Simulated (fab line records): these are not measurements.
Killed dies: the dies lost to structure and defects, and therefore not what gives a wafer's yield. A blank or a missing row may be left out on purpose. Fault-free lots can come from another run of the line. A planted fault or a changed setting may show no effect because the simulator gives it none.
Check for tools in common    flow rit-cmos    Sample size 14 lots and 42 wafers

REASON FOR OPENING
At RIT_REOX_THK_MEAS_04 the reading REOX_OXIDE_THK is flagged on 2 of 14 lots. Fault-free wafers read 24.7 nm, with a standard deviation of 0.39.
Rule: a lot is flagged in two cases, either no wafer of it has a number, or all its wafers with numbers fall more than 4 standard deviations from that mean. The other lots count as sound.

lot   measured     on             REOX_OXIDE_THK (nm), wafer by wafer  flag
L701  day 3 02:42  film-metro-01  24.2 24.8 24.9                       
L703  day 3 08:29  film-metro-01  24.4 25.1 25.0                       
L704  day 3 14:32  film-metro-03  25.3 25.5 25.4                       
L706  day 3 18:31  film-metro-01  24.2 24.6 24.4                       
L707  day 4 03:17  film-metro-01  30.5 30.7 30.0                       FLAGGED
L708  day 4 09:10  film-metro-02  31.1 30.6 30.7                       FLAGGED
L709  day 4 11:04  film-metro-02  24.0 24.6 24.2                       
L715  day 5 19:43  film-metro-02  24.3 24.7 24.5                       
L719  day 6 15:20  film-metro-03  24.9 24.8 24.7                       
L720  day 6 17:52  film-metro-01  25.1 25.0 25.0                       
L721  day 6 21:56  film-metro-01  24.6 24.2 24.4                       
L722  day 7 03:24  film-metro-01  23.9 24.0 24.1                       
L723  day 7 12:01  film-metro-01  25.2 25.4 25.6                       
L724  day 7 16:08  film-metro-02  24.3 24.5 24.5                       
On average the flagged lots' numbers are 30.6 nm, which is +5.9 nm against the usual, or +15 standard deviations.

EACH LOT AND THE TOOL IT RAN ON
The record holds 1 process step before the reading, out of a route of 202 steps. Each cell gives the tool, then ch followed by the chambers the sampled wafers passed through, then the start.
lot   flag     RIT_REOX_OXIDATION_03
L701           furnace-03 ch 0, day 3 00:09
L703           furnace-03 ch 0, day 3 05:55
L704           furnace-01 ch 0, day 3 11:57
L706           furnace-01 ch 0, day 3 15:58
L707  FLAGGED  furnace-01 ch 0, day 4 00:44
L708  FLAGGED  furnace-01 ch 0, day 4 06:35
L709           furnace-04 ch 0, day 4 08:31
L715           furnace-03 ch 0, day 5 17:10
L719           furnace-04 ch 0, day 6 12:46
L720           furnace-04 ch 0, day 6 15:19
L721           furnace-04 ch 0, day 6 19:22
L722           furnace-03 ch 0, day 7 00:50
L723           furnace-01 ch 0, day 7 09:27
L724           furnace-03 ch 0, day 7 13:35
What is done by these steps:
- RIT_REOX_OXIDATION_03: target thk 25.2 nm, ox time 5580 s.
- RIT_REOX_THK_MEAS_04

FLAGGED OVER TOTAL, TOOL BY TOOL (the gauges that took the reading come last)
step                   tool           lots run  flagged  share of the flagged lots  sound lots run after its first flagged lot
RIT_REOX_OXIDATION_03  furnace-01     5         2        all                        1 (L723)
RIT_REOX_OXIDATION_03  furnace-03     5         0        none                       -
RIT_REOX_OXIDATION_03  furnace-04     4         0        none                       -
RIT_REOX_THK_MEAS_04   film-metro-01  8         1        some                       4 (L720,L721,L722,L723)
RIT_REOX_THK_MEAS_04   film-metro-02  4         1        some                       3 (L709,L715,L724)
RIT_REOX_THK_MEAS_04   film-metro-03  2         0        none                       -

WHAT THE TABLE ALLOWS
In the table, 1 row covers all flagged lots: furnace-01 at RIT_REOX_OXIDATION_03.
- furnace-01 at RIT_REOX_OXIDATION_03: 2 of its 5 lots flagged. Lots that were sound ran on it after the first flagged one (L723); a persistent fault on the entire tool would not allow that. Its own readings lie more than 4 standard deviations out on every wafer of the flagged lots: spike-tc-centre-C, spike-tc-source-C, tube-center-temp-C, tube_center_temp_C_max.
None of the table's rows ran every flagged lot and, after the first, no sound lot.

WHAT THE SIMULATOR PUT IN
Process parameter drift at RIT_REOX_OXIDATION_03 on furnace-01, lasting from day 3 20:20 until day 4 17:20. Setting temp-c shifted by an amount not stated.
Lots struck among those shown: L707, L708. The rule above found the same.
